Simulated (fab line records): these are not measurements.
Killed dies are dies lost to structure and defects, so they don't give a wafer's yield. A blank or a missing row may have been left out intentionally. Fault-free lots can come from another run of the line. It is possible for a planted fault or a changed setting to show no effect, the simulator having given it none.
Which tool did it? + flow berkeleyCmos170 + 11 lots with 33 wafers sampled at 3 steps, on a route of 331 steps

== WHAT THE GAUGES READ, wafer by wafer ==
UCB170_M3_RS_MEAS_02: a four-point-probe measurement. Usual: M3_AL_RS gives 0.0321 ohm/sq (standard deviation 0.0003).
| lot  | measured     | on           | M3_AL_RS (ohm/sq)    | flag |
|------|--------------|--------------|----------------------|------|
| L570 | day 9 00:15  | filmMetro-02 | 0.0319 0.0325 0.0320 |      |
| L571 | day 9 15:57  | filmMetro-04 | 0.0322 0.0318 0.0320 |      |
| L572 | day 9 19:08  | filmMetro-04 | 0.0322 0.0320 0.0319 |      |
| L573 | day 9 18:55  | filmMetro-01 | 0.0322 0.0319 0.0318 |      |
| L580 | day 11 08:25 | filmMetro-01 | 0.0324 0.0324 0.0323 |      |
| L581 | day 11 11:13 | filmMetro-01 | 0.0323 0.0327 0.0325 |      |
| L583 | day 12 02:40 | filmMetro-01 | 0.0314 0.0320 0.0318 |      |
| L584 | day 12 07:08 | filmMetro-04 | 0.0326 0.0320 0.0320 |      |
| L592 | day 13 16:30 | filmMetro-01 | 0.0325 0.0327 0.0326 |      |
| L590 | day 13 16:53 | filmMetro-04 | 0.0318 0.0318 0.0321 |      |
| L593 | day 14 08:38 | filmMetro-04 | 0.0319 0.0320 0.0321 |      |

== EACH LOT AND THE TOOL THAT RAN IT (in order: tool; ch and the chambers of the sampled wafers; start) ==
| lot  | UCB170_NVT_STRIP_08                 | UCB170_V1_CMP_02              |
|------|-------------------------------------|-------------------------------|
| L570 | plasmaAsher-04 ch 0,1, day 6 19:34  | cmp-02 ch 0,1,3, day 8 16:32  |
| L571 | plasmaAsher-02 ch 0, day 7 11:26    | cmp-02 ch 0,2, day 9 07:40    |
| L572 | plasmaAsher-01 ch 0,1, day 7 11:42  | cmp-01 ch 0,1,3, day 9 10:17  |
| L573 | plasmaAsher-02 ch 0,1, day 7 11:59  | cmp-02 ch 0,3, day 9 10:20    |
| L580 | plasmaAsher-04 ch 0, day 9 04:06    | cmp-02 ch 1,2,3, day 10 22:22 |
| L581 | plasmaAsher-02 ch 0,1, day 9 04:20  | cmp-02 ch 0,1, day 11 01:13   |
| L583 | plasmaAsher-02 ch 0,1, day 9 19:26  | cmp-01 ch 0,3, day 11 15:07   |
| L584 | plasmaAsher-02 ch 0,1, day 10 02:28 | cmp-01 ch 0,1, day 11 18:08   |
| L592 | plasmaAsher-01 ch 0,1, day 11 02:27 | cmp-01 ch 0,1,2, day 13 03:40 |
| L590 | plasmaAsher-02 ch 0,1, day 11 02:34 | cmp-01 ch 0,1,3, day 13 03:58 |
| L593 | plasmaAsher-02 ch 0,1, day 11 19:19 | cmp-02 ch 0,3, day 13 22:13   |
- UCB170_NVT_STRIP_08: strips in O2.
- UCB170_V1_CMP_02: polishes SiO2.

== AS READ BY THE TOOLS THEMSELVES (means over the sampled wafers that have a number; for cases with no such wafer, the mark the record gives instead) ==
UCB170_NVT_STRIP_08. Usual: drypumpMotorCurrentA 5.7 A, standard deviation 0.41; oesProductAu 0.734 a.u., standard deviation 0.0036; stripTimeToEndpointS 21.65 s, standard deviation 0.06.
| lot  | tool           | drypumpMotorCurrentA (A) | oesProductAu (a.u.) | stripTimeToEndpointS (s) | flag |
|------|----------------|--------------------------|---------------------|--------------------------|------|
| L570 | plasmaAsher-04 | 5.6                      | 0.735               | 21.65                    |      |
| L571 | plasmaAsher-02 | 5.0                      | 0.731               | 21.70                    |      |
| L572 | plasmaAsher-01 | 6.1                      | 0.729               | 21.56                    |      |
| L573 | plasmaAsher-02 | 5.3                      | 0.733               | 21.70                    |      |
| L580 | plasmaAsher-04 | 5.4                      | 0.733               | 21.68                    |      |
| L581 | plasmaAsher-02 | 5.5                      | 0.735               | 21.62                    |      |
| L583 | plasmaAsher-02 | 5.3                      | 0.735               | 21.69                    |      |
| L584 | plasmaAsher-02 | 5.6                      | 0.734               | 21.60                    |      |
| L592 | plasmaAsher-01 | 6.0                      | 0.735               | 21.63                    |      |
| L590 | plasmaAsher-02 | 5.3                      | 0.733               | 21.63                    |      |
| L593 | plasmaAsher-02 | 5.6                      | 0.738               | 21.61                    |      |

UCB170_V1_CMP_02. Usual: 15.7 A for motorCurrentA, sd 2.3.
| lot  | tool   | motorCurrentA (A) | flag |
|------|--------|-------------------|------|
| L570 | cmp-02 | 14.0              |      |
| L571 | cmp-02 | 16.7              |      |
| L572 | cmp-01 | 17.4              |      |
| L573 | cmp-02 | 15.2              |      |
| L580 | cmp-02 | 15.7              |      |
| L581 | cmp-02 | 13.5              |      |
| L583 | cmp-01 | 19.4              |      |
| L584 | cmp-01 | 16.2              |      |
| L592 | cmp-01 | 14.4              |      |
| L590 | cmp-01 | 17.6              |      |
| L593 | cmp-02 | 14.6              |      |

== THE ANSWER, worked out from the rows above alone ==
Rule: take the mean of a lot's wafers that have a number; if it is more than 3 standard deviations from the usual mean, the lot is off. A lot without any number at a reading at which 4 lots or more have one is off too. Any other lot the step has rows for is counted as sound. After the gauges, taken in route order, come the tools' own readings; for these a lot's mean is taken, as printed above. The first step at which some lot is off is used, and at that step the reading that is off furthest; a lot without a number counts as furthest.
Nothing can be told from this: no lot is off at any reading shown.

== WHAT WAS PUT IN BY THE SIMULATOR ==
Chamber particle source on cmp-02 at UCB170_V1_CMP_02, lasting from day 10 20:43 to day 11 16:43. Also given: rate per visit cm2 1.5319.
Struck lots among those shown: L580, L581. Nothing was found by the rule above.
